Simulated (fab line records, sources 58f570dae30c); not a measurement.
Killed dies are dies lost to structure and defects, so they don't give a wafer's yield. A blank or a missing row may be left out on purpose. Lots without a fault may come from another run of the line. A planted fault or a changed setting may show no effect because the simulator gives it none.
fab line records | flow berkeley_cmos170
record lots=14 wafers=42 last_day=12
route steps=331 shown ACTIVE@76 FIELD@91 NVT@111 PVT@121
lots that met no fault: from a run of the same line without faults
start_h: hours from the record's first day to the start of the lot's first wafer shown | wait_h: hours since the lot's step before | " the same as in the row above | L1.1+2: a row that stands for several wafers | - no value, or no start given | * or withheld: withheld | < > ~ a bound
route shown NAME@n: a module of which the file shows steps, and the number in the route of the first | usual: mean/standard deviation of fault-free wafers | same: alike in all rows | chamber/n: place in a boat | sites: the reading at each site | _std_site: their standard deviation | _edge_site: outer sites' mean less inner sites' | radius_mm: how far each site lies from the wafer's centre | mask NAME#n: copy n | behind: the tool/chamber that last shaped the wafer | hold: why the lot was held/for how many hours/how that ended | device: the transistor (n, p or np) that didn't switch | end of line: the same wafers' tests at the end of the route | a step without rows: its recipe alone | killed: dies lost to structure and defects at the first sort, not the wafer's yield | map: a wafer's dies, x killed, . not, _ none there
set.NAME: the setting as run; set.NAME@STEP: as run at that earlier step | model.NAME: the simulator's own value behind a step, which no gauge read
steps of the route over a sample of lots; a table a step, a row a wafer
services: from which hour (start_h, from the record's first day; less than 0 if before it) a tool's chamber was out of use, for how many hours, and why
## steps
# step UCB170_ACTIVE_STRIP_16
# recipe chemistry=O2 power_w=400 pressure_mtorr=3500 platen_temp_c=withheld o2_flow_sccm=400 overash_fraction=0.5
# usual chamber_pressure_mTorr=3500/3.4 drypump_motor_current_A=5.9/0.36 o2_flow_sccm=400.0/1.1 oes_product_au=0.721/0.0044 strip_time_to_endpoint_s=18.13/0.1
# columns lot.wafer tool chamber start_h wait_h chamber_pressure_mTorr drypump_motor_current_A o2_flow_sccm oes_product_au rf_hours_counter_h strip_time_to_endpoint_s
L812.1 plasma_asher-01 1 76.98 0.1 3499 5.5 398.8 0.728 27 18.01
L812.3 " 1 " " 3505 5.5 398.7 0.718 - 17.98
L812.4 " 0 " " 3502 6.2 399.0 0.721 - 18.03
L815.1 plasma_asher-02 1 99.29 0.1 3505 6.2 398.8 0.716 38 18.10
L815.3 " 1 " " 3495 6.2 398.1 0.724 - 18.21
L815.5 " 1 " " 3500 6.2 399.9 0.719 - 18.24
L814.4 plasma_asher-02 0 99.59 0.1 3499 6.4 401.2 0.717 - 18.16
L814.5 " 0 " " 3499 6.4 400.2 0.717 - 18.15
L814.6 " 1 " " 3500 6.1 400.2 0.717 - 18.35
L813.1 plasma_asher-03 0 99.71 0.1 3497 5.8 397.9 0.716 37 18.19
L813.4 " 1 " " 3499 5.5 399.7 0.723 - 18.22
L813.6 " 1 " " 3498 5.5 401.2 0.718 - 18.10
L817.2 plasma_asher-01 1 111.22 0.1 3503 5.5 400.2 0.732 29 18.09
L817.3 " 1 " " 3498 5.5 401.1 0.726 - 17.94
L817.5 " 0 " " 3500 6.2 400.5 0.728 - 18.00
L816.1 plasma_asher-01 1 111.70 0.1 3497 5.4 399.7 0.720 29 17.96
L816.4 " 0 " " 3497 6.2 401.0 0.719 - 18.15
L816.5 " 1 " " 3501 5.5 399.5 0.715 - 17.97
L819.1 plasma_asher-02 1 123.07 0.1 3502 6.2 399.8 0.721 41 18.20
L819.2 " 0 " " 3500 6.4 399.6 0.724 41 18.28
L819.4 " 1 " " 3500 6.1 400.8 0.723 - 18.25
L820.4 plasma_asher-01 0 123.38 0.1 3500 6.2 401.9 0.719 - 18.01
L820.5 " 0 " " 3497 6.2 401.4 0.723 - 18.17
L820.6 " 1 " " 3506 5.5 399.1 0.726 - 18.25
L821.1 plasma_asher-02 1 123.62 0.1 3505 6.1 399.1 0.721 41 18.06
L821.3 " 1 " " 3504 6.1 399.1 0.720 - 18.12
L821.4 " 0 " " 3500 6.4 399.3 0.723 - 18.16
L825.3 plasma_asher-03 0 156.72 0.1 3498 5.8 401.1 0.731 - 17.98
L825.5 " 1 " " 3501 5.5 401.2 0.715 - 18.01
L825.6 " 0 " " 3501 5.8 399.7 0.729 - 18.00
L828.1 plasma_asher-02 1 166.96 0.1 3503 6.2 398.6 0.714 46 18.19
L828.2 " 0 " " 3499 6.4 397.2 0.721 46 18.34
L828.6 " 1 " " 3501 6.1 399.9 0.713 - 18.28
L826.2 plasma_asher-02 0 167.18 0.1 3501 6.4 401.4 0.724 46 18.21
L826.5 " 0 " " 3506 6.4 402.7 0.723 - 18.16
L826.6 " 1 " " 3497 6.2 400.0 0.717 - 18.14
L832.1 plasma_asher-01 1 186.93 0.1 3498 5.5 400.4 0.716 39 18.09
L832.2 " 0 " " 3501 6.2 399.1 0.718 39 18.18
L832.6 " 1 " " 3505 5.5 401.0 0.722 - 18.17
L834.1 plasma_asher-01 0 195.44 0.1 3500 6.2 401.8 0.721 40 18.26
L834.2 " 1 " " 3501 5.5 399.7 0.718 40 18.26
L834.6 " 1 " " 3502 5.5 399.2 0.723 - 18.10
# step UCB170_FIELD_THK_MEAS_02
# recipe reads=SiO2_of_FIELD_OXIDATION_01
# usual FIELD_OXIDE_THK=561/8.8
# columns lot.wafer tool chamber start_h wait_h FIELD_OXIDE_THK[nm]
L812.1 film_metro-01 - 88.82 0.0 550
L812.3 " - " " 562
L812.4 " - " " 555
L813.1 film_metro-04 - 109.13 0.0 560
L813.4 " - " " 552
L813.6 " - " " 549
L815.1 film_metro-01 - 109.13 0.0 547
L815.3 " - " " 566
L815.5 " - " " 550
L814.4 film_metro-02 - 109.16 0.0 554
L814.5 " - " " 558
L814.6 " - " " 553
L816.1 film_metro-04 - 120.57 0.0 565
L816.4 " - " " 558
L816.5 " - " " 562
L817.2 film_metro-02 - 120.58 0.0 555
L817.3 " - " " 563
L817.5 " - " " 562
L819.1 film_metro-04 - 132.75 0.0 568
L819.2 " - " " 568
L819.4 " - " " 565
L821.1 film_metro-01 - 132.75 0.0 559
L821.3 " - " " 566
L821.4 " - " " 556
L820.4 film_metro-02 - 132.78 0.0 575
L820.5 " - " " 565
L820.6 " - " " 570
L825.3 film_metro-01 - 165.78 0.0 561
L825.5 " - " " 560
L825.6 " - " " 564
L828.1 film_metro-01 - 176.72 0.0 570
L828.2 " - " " 568
L828.6 " - " " 570
L826.2 film_metro-04 - 176.73 0.0 562
L826.5 " - " " 561
L826.6 " - " " 572
L832.1 film_metro-04 - 197.29 0.0 567
L832.2 " - " " 565
L832.6 " - " " 574
L834.1 film_metro-01 - 209.03 0.0 564
L834.2 " - " " 566
L834.6 " - " " 566
# step UCB170_NVT_IMPLANT_07
# recipe species=BF2 dose_cm2=3e+12 energy_kev=50 tilt_deg=7
# usual beam_energy_keV=50.000/0.019 dose_ions_cm2=3e+12/3.2e+09 tilt_deg=7.006/0.018
# columns lot.wafer tool chamber start_h wait_h beam_energy_keV dose_ions_cm2 tilt_deg
L812.1 implanter-04 0 116.97 0.0 49.975 2.998e+12 7.009
L812.3 " 0 " " 49.961 3.006e+12 7.021
L812.4 " 0 " " 49.966 3e+12 7.021
L815.1 implanter-04 0 134.48 0.0 50.015 3.003e+12 7.001
L815.3 " 0 " " 50.032 3.002e+12 6.980
L815.5 " 0 " " 50.012 3e+12 6.998
L813.1 implanter-02 0 134.76 0.0 50.028 2.995e+12 7.034
L813.4 " 0 " " 49.988 2.999e+12 7.011
L813.6 " 0 " " 49.997 3e+12 7.008
L814.4 implanter-03 0 134.96 0.1 50.034 3e+12 6.985
L814.5 " 0 " " 50.028 2.997e+12 7.010
L814.6 " 0 " " 50.018 3.004e+12 6.993
L817.2 implanter-03 0 143.22 0.0 50.000 3.005e+12 6.966
L817.3 " 0 " " 49.991 3.002e+12 6.979
L817.5 " 0 " " 49.984 2.998e+12 7.002
L816.1 implanter-03 0 143.47 0.0 49.982 2.995e+12 6.984
L816.4 " 0 " " 49.956 3.001e+12 6.995
L816.5 " 0 " " 49.953 2.996e+12 6.984
L821.1 implanter-02 0 161.20 0.0 49.986 2.999e+12 6.998
L821.3 " 0 " " 49.975 3.006e+12 7.001
L821.4 " 0 " " 49.976 3.005e+12 6.992
L820.4 implanter-03 0 161.47 0.1 49.995 2.997e+12 6.991
L820.5 " 0 " " 50.010 3e+12 7.017
L820.6 " 0 " " 49.989 3e+12 7.022
L819.1 implanter-04 0 161.55 0.0 50.023 3.005e+12 7.016
L819.2 " 0 " " 49.990 3.001e+12 7.018
L819.4 " 0 " " 50.013 3.002e+12 7.001
L825.3 implanter-04 0 195.90 0.1 60.983 3.003e+12 7.040
L825.5 " 0 " " 61.006 2.998e+12 6.975
L825.6 " 0 " " 61.007 2.999e+12 7.026
L828.1 implanter-04 0 208.17 0.0 61.024 3.008e+12 6.978
L828.2 " 0 " " 61.012 3.008e+12 7.017
L828.6 " 0 " " 61.031 3.005e+12 7.023
L826.2 implanter-03 0 208.31 0.0 49.972 2.999e+12 7.017
L826.5 " 0 " " 49.975 2.998e+12 7.008
L826.6 " 0 " " 49.995 2.996e+12 7.013
L832.1 implanter-02 0 221.25 0.0 50.011 2.998e+12 7.022
L832.2 " 0 " " 49.991 3.002e+12 7.023
L832.6 " 0 " " 49.997 3e+12 7.018
L834.1 implanter-02 0 233.85 0.0 50.002 2.997e+12 7.005
L834.2 " 0 " " 50.045 3.001e+12 6.993
L834.6 " 0 " " 50.032 3.002e+12 7.010
# step UCB170_NVT_TW_MEAS_09
# usual NVT_TW=522/5.4
# columns lot.wafer tool chamber start_h wait_h NVT_TW
L812.1 film_metro-01 - 117.22 0.1 514
L812.3 " - " " 513
L812.4 " - " " 515
L815.1 film_metro-01 - 134.73 0.1 519
L815.3 " - " " 518
L815.5 " - " " 519
L813.1 film_metro-02 - 135.01 0.1 528
L813.4 " - " " 526
L813.6 " - " " 528
L814.4 film_metro-02 - 135.16 0.1 530
L814.5 " - " " 527
L814.6 " - " " 528
L817.2 film_metro-01 - 143.45 0.1 517
L817.3 " - " " 514
L817.5 " - " " 516
L816.1 film_metro-01 - 143.72 0.1 518
L816.4 " - " " 517
L816.5 " - " " 518
L821.1 film_metro-03 - 161.45 0.1 522
L821.3 " - " " 525
L821.4 " - " " 523
L820.4 film_metro-03 - 161.68 0.1 523
L820.5 " - " " 520
L820.6 " - " " 523
L819.1 film_metro-02 - 161.80 0.1 530
L819.2 " - " " 528
L819.4 " - " " 526
L825.3 film_metro-01 - 196.12 0.1 540
L825.5 " - " " 541
L825.6 " - " " 541
L828.1 film_metro-02 - 208.43 0.1 557
L828.2 " - " " 557
L828.6 " - " " 559
L826.2 film_metro-01 - 208.54 0.1 515
L826.5 " - " " 517
L826.6 " - " " 515
L832.1 film_metro-03 - 221.50 0.1 524
L832.2 " - " " 525
L832.6 " - " " 523
L834.1 film_metro-02 - 234.10 0.1 528
L834.2 " - " " 530
L834.6 " - " " 527
# step UCB170_PVT_OVL_MEAS_06
# usual PVT_OVL=4/8.3
# columns lot.wafer tool chamber start_h wait_h PVT_OVL[nm]
L812.1 overlay-01 - 119.35 - 3
L812.3 " - " " -3
L812.4 " - " " 6
L815.1 overlay-02 - 137.94 - -4
L815.3 " - " " -5
L815.5 " - " " -13
L813.1 overlay-02 - 138.03 - 15
L813.4 " - " " -1
L813.6 " - " " 5
L814.4 overlay-01 - 138.23 - -5
L814.5 " - " " 4
L814.6 " - " " 6
L816.1 overlay-01 - 146.10 - 10
L816.4 " - " " 1
L816.5 " - " " 6
L817.2 overlay-01 - 146.38 - 11
L817.3 " - " " 18
L817.5 " - " " 18
L821.1 overlay-02 - 162.53 - -9
L821.3 " - " " -6
L821.4 " - " " 11
L820.4 overlay-02 - 165.04 - -2
L820.5 " - " " 3
L820.6 " - " " -14
L819.1 overlay-02 - 165.30 - 16
L819.2 " - " " -3
L819.4 " - " " -4
L825.3 overlay-01 - 199.45 - 21
L825.5 " - " " 10
L825.6 " - " " -2
L828.1 overlay-02 - 210.33 - 13
L828.2 " - " " 0
L828.6 " - " " -3
L826.2 overlay-02 - 210.38 - 19
L826.5 " - " " 1
L826.6 " - " " 13
L832.1 overlay-01 - 222.91 - -4
L832.2 " - " " -3
L832.6 " - " " 3
L834.1 overlay-01 - 239.18 - -11
L834.2 " - " " 10
L834.6 " - " " 8
## services
# columns tool chamber start_h hours kind
implanter-04 - 84.50 4.9 repair
plasma_asher-01 - 84.80 15.0 pm
implanter-03 - 98.49 1.0 repair
implanter-04 - 101.83 7.0 pm
plasma_asher-03 - 108.81 9.0 pm
plasma_asher-03 0 108.81 9.0 vent_cycle
plasma_asher-03 1 108.81 9.0 vent_cycle
plasma_asher-02 - 109.05 6.9 pm
plasma_asher-03 0 117.81 - clean
plasma_asher-03 1 117.81 - clean
implanter-03 - 120.43 2.6 repair
implanter-03 - 137.39 4.1 repair
implanter-04 - 155.25 2.4 repair
implanter-02 - 188.65 5.2 pm
plasma_asher-03 - 218.62 8.3 repair
## key
first_sign step=UCB170_NVT_IMPLANT_07 reading=beam_energy_keV direction=up sigmas=99+ usual=50.000 struck=61.010
effect step=UCB170_NVT_TW_MEAS_09 reading=NVT_TW direction=up sigmas=5 usual=522 struck=549
met_at UCB170_NVT_IMPLANT_07
struck_lots L825,L828
sort_left_out L828.1,L828.2,L828.6
tester_left_out L825,L828
not_acting_at UCB170_ACTIVE_STRIP_16,UCB170_FIELD_THK_MEAS_02,UCB170_PVT_OVL_MEAS_06
onset_between 161.55 195.90
fault kind=process_parameter_drift tool=implanter-04 chamber=- onset_h=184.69 steps=UCB170_NVT_IMPLANT_07 channel=energy_kev offset=11 shape=step end_h=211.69 acts_in=these_recipes_only stated=50
# tester_left_out: of these lots the tester's yield and bins aren't shown, on N5 and GAA mostly nor the transistor test; their killed dies are dies lost to structure and defects alone, not to doping, threshold or leakage, so they don't give the yield
# sort_left_out: the simulated sort isn't trusted on such a fault, so these wafers' sort isn't shown, and their yield isn't known
